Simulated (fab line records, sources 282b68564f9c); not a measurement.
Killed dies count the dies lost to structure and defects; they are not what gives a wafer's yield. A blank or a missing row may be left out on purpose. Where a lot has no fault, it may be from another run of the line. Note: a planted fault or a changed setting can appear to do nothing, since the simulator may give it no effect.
Which tool was responsible? + flow rit-cmos + Sampling: 6 lots, 18 wafers, 3 of 202 route steps

WHAT THE GAUGES SHOWED, per wafer
RIT_SPACER_THK_MEAS_04.
| lot  | measured    | on            | SPACER_NITRIDE_THK (nm) |
|------|-------------|---------------|-------------------------|
| L930 | day 3 05:25 | film-metro-01 | 248.7 248.8 249.1       |
| L932 | day 3 15:28 | film-metro-03 | 245.5 243.9 243.5       |
| L934 | day 3 23:51 | film-metro-03 | 248.6 246.5 249.1       |
| L941 | day 5 09:00 | film-metro-03 | 356.5 354.0 354.2       |
| L946 | day 6 10:53 | film-metro-01 | 246.9 248.9 247.5       |
| L951 | day 7 12:43 | film-metro-01 | 248.4 245.2 246.9       |

WHAT TOOL EACH LOT RAN ON (gives the tool, then ch and the chambers of the sampled wafers, and finally the start)
| lot  | RIT_GATE_STRIP_20                   | RIT_SPACER_CVD_03          |
|------|-------------------------------------|----------------------------|
| L930 | plasma-asher-03 ch 0,1, day 2 19:22 | lpcvd-02 ch 1, day 3 03:30 |
| L932 | plasma-asher-04 ch 0,1, day 3 06:00 | lpcvd-01 ch 1, day 3 13:31 |
| L934 | plasma-asher-03 ch 0,1, day 3 14:54 | lpcvd-01 ch 0, day 3 21:54 |
| L941 | plasma-asher-04 ch 0,1, day 5 00:26 | lpcvd-01 ch 1, day 5 07:05 |
| L946 | plasma-asher-04 ch 0,1, day 6 01:07 | lpcvd-02 ch 1, day 6 08:01 |
| L951 | plasma-asher-01 ch 0,1, day 7 04:11 | lpcvd-02 ch 0, day 7 10:47 |
- RIT_GATE_STRIP_20: strips in O2, time 180 s.
- RIT_SPACER_CVD_03: deposits Si3N4 from SiH2Cl2/NH3, target thk 250 nm, time 3300 s.

THE ANSWER, worked out from the rows above alone
Rule: the usual values come from the lots themselves. The widest of any qualifying gaps counts: lots, ordered by their means at a reading, are off when they make up no more than a third of the lots, leave a main group of 4 or more, and stand apart from it by 3 or more times the standard deviation of that group's means. A main group is skipped when, at the precision printed for the reading in the tables above, its means are all equal. Also off: a lot with no number at a reading for which 4 or more lots have one. Where the step has rows for the other lots, those lots are counted as sound.
Off: L941, at RIT_SPACER_THK_MEAS_04 (SPACER_NITRIDE_THK). For the main group the mean is 247.2 nm and the standard deviation 1.6.
A tool fits if, at a process step before that reading, it ran every lot that is off, and no sound lot after the first of them. Those tools and the gauges at RIT_SPACER_THK_MEAS_04 are tried in the same way. Can't be told from this: 2 tools fit, lpcvd-01 at RIT_SPACER_CVD_03, film-metro-03 at RIT_SPACER_THK_MEAS_04.

WHAT WAS PUT IN BY THE SIMULATOR
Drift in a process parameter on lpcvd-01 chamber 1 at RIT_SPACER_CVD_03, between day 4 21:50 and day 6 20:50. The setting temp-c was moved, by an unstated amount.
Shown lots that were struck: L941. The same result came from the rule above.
